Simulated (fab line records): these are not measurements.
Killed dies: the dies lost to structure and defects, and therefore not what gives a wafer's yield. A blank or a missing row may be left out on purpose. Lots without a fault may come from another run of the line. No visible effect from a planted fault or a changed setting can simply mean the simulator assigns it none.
Split-lot study :: flow berkeley cmos170 :: 5 lots, 23 wafers read, on a route of 331 steps

== THE SPLIT ==
At UCB170_NVT_IMPLANT_07, the setting energy kev was moved away from the recipe's 50 on 4 of the 23 wafers read, by +4.1% to +4.2%. All remaining wafers had this setting at the recipe value.

The reading is taken at the split's own step.

== THE READING ==
implant.drp nm (the simulator's own value, which no gauge read), in nm, at UCB170_NVT_IMPLANT_07. No usual value for it is given in the file.

wafer: L077.2
tool, chamber at the split: implanter-03, 0
energy kev as run: 50
against the recipe: recipe
implant.drp nm, nm: 18.57
against lot-mates on the recipe: -

wafer: L077.3
tool, chamber at the split: implanter-03, 0
energy kev as run: 50
against the recipe: recipe
implant.drp nm, nm: 18.57
against lot-mates on the recipe: -

wafer: L077.5
tool, chamber at the split: implanter-03, 0
energy kev as run: 50
against the recipe: recipe
implant.drp nm, nm: 18.57
against lot-mates on the recipe: -

wafer: L081.1
tool, chamber at the split: implanter-03, 0
energy kev as run: 50
against the recipe: recipe
implant.drp nm, nm: 18.57
against lot-mates on the recipe: -

wafer: L081.2
tool, chamber at the split: implanter-03, 0
energy kev as run: 50
against the recipe: recipe
implant.drp nm, nm: 18.57
against lot-mates on the recipe: -

wafer: L081.4
tool, chamber at the split: implanter-03, 0
energy kev as run: 50
against the recipe: recipe
implant.drp nm, nm: 18.57
against lot-mates on the recipe: -

wafer: L081.5
tool, chamber at the split: implanter-03, 0
energy kev as run: 50
against the recipe: recipe
implant.drp nm, nm: 18.57
against lot-mates on the recipe: -

wafer: L081.6
tool, chamber at the split: implanter-03, 0
energy kev as run: 50
against the recipe: recipe
implant.drp nm, nm: 18.57
against lot-mates on the recipe: -

wafer: L083.1
tool, chamber at the split: implanter-02, 0
energy kev as run: 50
against the recipe: recipe
implant.drp nm, nm: 18.57
against lot-mates on the recipe: -

wafer: L083.2
tool, chamber at the split: implanter-02, 0
energy kev as run: 50
against the recipe: recipe
implant.drp nm, nm: 18.57
against lot-mates on the recipe: -

wafer: L083.3
tool, chamber at the split: implanter-02, 0
energy kev as run: 50
against the recipe: recipe
implant.drp nm, nm: 18.57
against lot-mates on the recipe: -

wafer: L083.4
tool, chamber at the split: implanter-02, 0
energy kev as run: 50
against the recipe: recipe
implant.drp nm, nm: 18.57
against lot-mates on the recipe: -

wafer: L083.5
tool, chamber at the split: implanter-02, 0
energy kev as run: 50
against the recipe: recipe
implant.drp nm, nm: 18.57
against lot-mates on the recipe: -

wafer: L082.1
tool, chamber at the split: implanter-04, 0
energy kev as run: 52.03
against the recipe: +4.1%
implant.drp nm, nm: 19.11
against lot-mates on the recipe: +0.54

wafer: L082.5
tool, chamber at the split: implanter-04, 0
energy kev as run: 52.03
against the recipe: +4.1%
implant.drp nm, nm: 19.11
against lot-mates on the recipe: +0.54

wafer: L082.2
tool, chamber at the split: implanter-04, 0
energy kev as run: 50
against the recipe: recipe
implant.drp nm, nm: 18.57
against lot-mates on the recipe: -

wafer: L082.3
tool, chamber at the split: implanter-04, 0
energy kev as run: 50
against the recipe: recipe
implant.drp nm, nm: 18.57
against lot-mates on the recipe: -

wafer: L082.4
tool, chamber at the split: implanter-04, 0
energy kev as run: 50
against the recipe: recipe
implant.drp nm, nm: 18.57
against lot-mates on the recipe: -

wafer: L084.1
tool, chamber at the split: implanter-02, 0
energy kev as run: 50
against the recipe: recipe
implant.drp nm, nm: 18.57
against lot-mates on the recipe: -

wafer: L084.3
tool, chamber at the split: implanter-02, 0
energy kev as run: 50
against the recipe: recipe
implant.drp nm, nm: 18.57
against lot-mates on the recipe: -

wafer: L084.5
tool, chamber at the split: implanter-02, 0
energy kev as run: 50
against the recipe: recipe
implant.drp nm, nm: 18.57
against lot-mates on the recipe: -

wafer: L084.4
tool, chamber at the split: implanter-02, 0
energy kev as run: 52.11
against the recipe: +4.2%
implant.drp nm, nm: 19.13
against lot-mates on the recipe: +0.56

wafer: L084.6
tool, chamber at the split: implanter-02, 0
energy kev as run: 52.11
against the recipe: +4.2%
implant.drp nm, nm: 19.13
against lot-mates on the recipe: +0.56

FIT RESULTS
A straight line over all 23 wafers: implant.drp nm changes by +0.133 nm for each +1% of energy kev; r = +1.00; the points scatter about the line by 0.00027 nm.
The same after taking each lot's own level away (the mean of its wafers on the recipe; 23 wafers): +0.133 nm for each +1%; r = +1.00; scatter 0.00027 nm.
The reading moves by 0.56 nm for the largest change in energy kev, on that fit.
The lots' own levels span 18.570 to 18.570 nm.
Hence the lot-to-lot level has little effect on the slope; both slopes agree.
Check: +0.561 nm against its lot-mates is what the line predicts for one of the wafers moved furthest among these (+4.2%) when that wafer is left out of the fit. It came out at +0.56 nm against them.

== THE OTHER SPLITS THESE WAFERS WENT THROUGH ==
Other splits were also applied to these wafers ahead of the reading. Each is held against what the fit with the lots' levels taken away leaves over:
other split on the same wafers: UCB170_START_OXIDATION_02 ox time s
wafers away from the commonest value: 10
r with implant.drp nm (lot level and that fit taken away): -0.39

other split on the same wafers: UCB170_NWELL_ETCH_13 rf w
wafers away from the commonest value: 5
r with implant.drp nm (lot level and that fit taken away): +0.01

other split on the same wafers: UCB170_PWELL_COAT_08 resist thk nm
wafers away from the commonest value: 11
r with implant.drp nm (lot level and that fit taken away): -0.01

other split on the same wafers: UCB170_PWELL_IMPLANT_15 dose cm2
wafers away from the commonest value: 4
r with implant.drp nm (lot level and that fit taken away): +0.00

other split on the same wafers: UCB170_ACTIVE_CVD_05 time s
wafers away from the commonest value: 18
r with implant.drp nm (lot level and that fit taken away): +0.01

other split on the same wafers: UCB170_ACTIVE_COAT_08 spin rpm
wafers away from the commonest value: 7
r with implant.drp nm (lot level and that fit taken away): -0.21

== THE WHOLE CHAIN: every reading that the file lists as answering this split, in the file's order ==
step: UCB170_NVT_IMPLANT_07
what it does: 
reading: implant.rp nm (the simulator's own value, which no gauge read)
change (the file's fit): +0.363 nm for each +1% of the setting
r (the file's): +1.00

step: UCB170_NVT_IMPLANT_07
what it does: 
reading: implant.drp nm (the simulator's own value, which no gauge read)
change (the file's fit): +0.134 nm for each +1% of the setting
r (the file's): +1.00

== FILE'S OWN FIT ==
implant.drp nm changes by +0.134 nm for each +1% of energy kev, r = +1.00.
